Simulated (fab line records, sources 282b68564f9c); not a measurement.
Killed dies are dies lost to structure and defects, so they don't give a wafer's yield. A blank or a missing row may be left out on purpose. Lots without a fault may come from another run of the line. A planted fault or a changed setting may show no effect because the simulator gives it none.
Split-lot experiment | flow rit_cmos | 5 lots, 23 wafers read, on a route of 202 steps

THE SPLIT
At RIT_FOX2_OXIDATION_00 (target thk 350.7 nm, ox time 1130 s), the setting temp_c was moved away from the recipe's 1100 C on 20 of the 23 wafers read, by -2.3% to +1.6%. The other wafers ran this setting at the recipe's value.

FROM THE SPLIT TO THE READING: what the file shows between them, 21 steps
- RIT_FOX2_THK_MEAS_01
- RIT_FOX2_WET_ETCH_03: etches Si3N4 in H3PO4, target depth 195 nm, time 2700 s (also split here: time_s)
- RIT_FOX2_THK_MEAS_90
- RIT_NWELL_IMPLANT_08 (also split here: dose_cm2)
- RIT_PWELL_IMPLANT_08 (also split here: dose_cm2)
- RIT_PWELL_STRIP_09: strips in O2, time 180 s
- RIT_PWELL_TW_MEAS_10
- RIT_WELLDRIVE_ANNEAL_00: time 14700 s
- RIT_WELLDRIVE_RS_MEAS_01: measures by four-point-probe
- RIT_WELLDRIVE_RS_MEAS_02: measures by four-point-probe
- RIT_PRETRO_COAT_01: resist thk 1300 nm (also split here: spin_rpm)
- RIT_PRETRO_SOFTBAKE_02: time 60 s
- RIT_PRETRO_EXPOSE_03: exposes mask M5, target cd 43700 nm
- RIT_PRETRO_DEVELOP_05: develop time 68 s
- RIT_PRETRO_HARDBAKE_07: time 120 s
- RIT_PRETRO_IMPLANT_08 (also split here: energy_kev)
- RIT_GATE_WET_ETCH_00: etches SiO2 in BOE, target depth 56 nm, time 60 s (also split here: time_s)
- RIT_GATE_CLEAN_01: cleans in SC1, time 600 s
- RIT_GATE_CLEAN_02: cleans in dHF, time 30 s
- RIT_GATE_CLEAN_03: cleans in SC2, time 600 s
- RIT_GATE_CLEAN_04: cleans in dHF, time 60 s

THE READING
FIELD_OXIDE_LEFT_2_THK, in nm, at RIT_FOX2_THK_MEAS_91. Fault-free wafers of this fab line usually give 255 nm, standard deviation 5.2 nm.

wafer  | tool, chamber at the split | temp_c as run, C | against the recipe | FIELD_OXIDE_LEFT_2_THK, nm | against lot-mates on the recipe
L074.1 | -, -                       | 1110             | +0.9%              | 278                        | no lot-mate on the recipe
L074.2 | -, -                       | 1110             | +0.9%              | 278                        | no lot-mate on the recipe
L074.3 | -, -                       | 1110             | +0.9%              | 273                        | no lot-mate on the recipe
L074.4 | -, -                       | 1110             | +0.9%              | 277                        | no lot-mate on the recipe
L074.5 | -, -                       | 1110             | +0.9%              | 279                        | no lot-mate on the recipe
L078.1 | -, -                       | 1075             | -2.3%              | 207                        | no lot-mate on the recipe
L078.2 | -, -                       | 1075             | -2.3%              | 206                        | no lot-mate on the recipe
L078.3 | -, -                       | 1075             | -2.3%              | 208                        | no lot-mate on the recipe
L078.5 | -, -                       | 1075             | -2.3%              | 206                        | no lot-mate on the recipe
L078.6 | -, -                       | 1075             | -2.3%              | 205                        | no lot-mate on the recipe
L079.2 | -, -                       | 1115             | +1.4%              | 277                        | no lot-mate on the recipe
L079.3 | -, -                       | 1115             | +1.4%              | 284                        | no lot-mate on the recipe
L079.4 | -, -                       | 1115             | +1.4%              | 284                        | no lot-mate on the recipe
L079.5 | -, -                       | 1115             | +1.4%              | 281                        | no lot-mate on the recipe
L079.6 | -, -                       | 1115             | +1.4%              | 282                        | no lot-mate on the recipe
L084.1 | -, -                       | 1118             | +1.6%              | 285                        | no lot-mate on the recipe
L084.2 | -, -                       | 1118             | +1.6%              | 286                        | no lot-mate on the recipe
L084.3 | -, -                       | 1118             | +1.6%              | 279                        | no lot-mate on the recipe
L084.5 | -, -                       | 1118             | +1.6%              | 290                        | no lot-mate on the recipe
L084.6 | -, -                       | 1118             | +1.6%              | 282                        | no lot-mate on the recipe
L085.2 | furnace-01, 0              | 1100             | recipe             | 241                        | -
L085.4 | furnace-01, 0              | 1100             | recipe             | 248                        | -
L085.5 | furnace-01, 0              | 1100             | recipe             | 248                        | -

THE FIT
A straight line over all 23 wafers: FIELD_OXIDE_LEFT_2_THK changes by +20.7 nm for each +1% of temp_c; r = +0.99; the points scatter about the line by 4.8 nm.
Too few moved wafers have a lot-mate on the recipe to fit a line with each lot's own level taken away.

THE WHOLE CHAIN: every reading that the file lists as answering this split, in the file's order
step                  | what it does                                            | reading                                                                           | change (the file's fit)              | r (the file's)
RIT_FOX2_OXIDATION_00 | target thk 350.7 nm, ox time 1130 s                     | SiO2_of_FOX2_OXIDATION_00.thk_nm (the simulator's own value, which no gauge read) | +20.4 nm for each +1% of the setting | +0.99
RIT_FOX2_THK_MEAS_01  |                                                         | FOX2_OXIDE_THK                                                                    | +20.4 for each +1% of the setting    | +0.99
RIT_FOX2_WET_ETCH_03  | etches Si3N4 in H3PO4, target depth 195 nm, time 2700 s | SiO2_of_FOX2_OXIDATION_00.thk_nm (the simulator's own value, which no gauge read) | +20.8 nm for each +1% of the setting | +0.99
RIT_FOX2_THK_MEAS_90  |                                                         | FIELD_OXIDE_LEFT_1_THK                                                            | +20.8 for each +1% of the setting    | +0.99
RIT_FOX2_THK_MEAS_91  |                                                         | FIELD_OXIDE_LEFT_2_THK                                                            | +20.8 for each +1% of the setting    | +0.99

THE FILE'S OWN FIT
FIELD_OXIDE_LEFT_2_THK changes by +20.8 nm for each +1% of temp_c, r = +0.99.
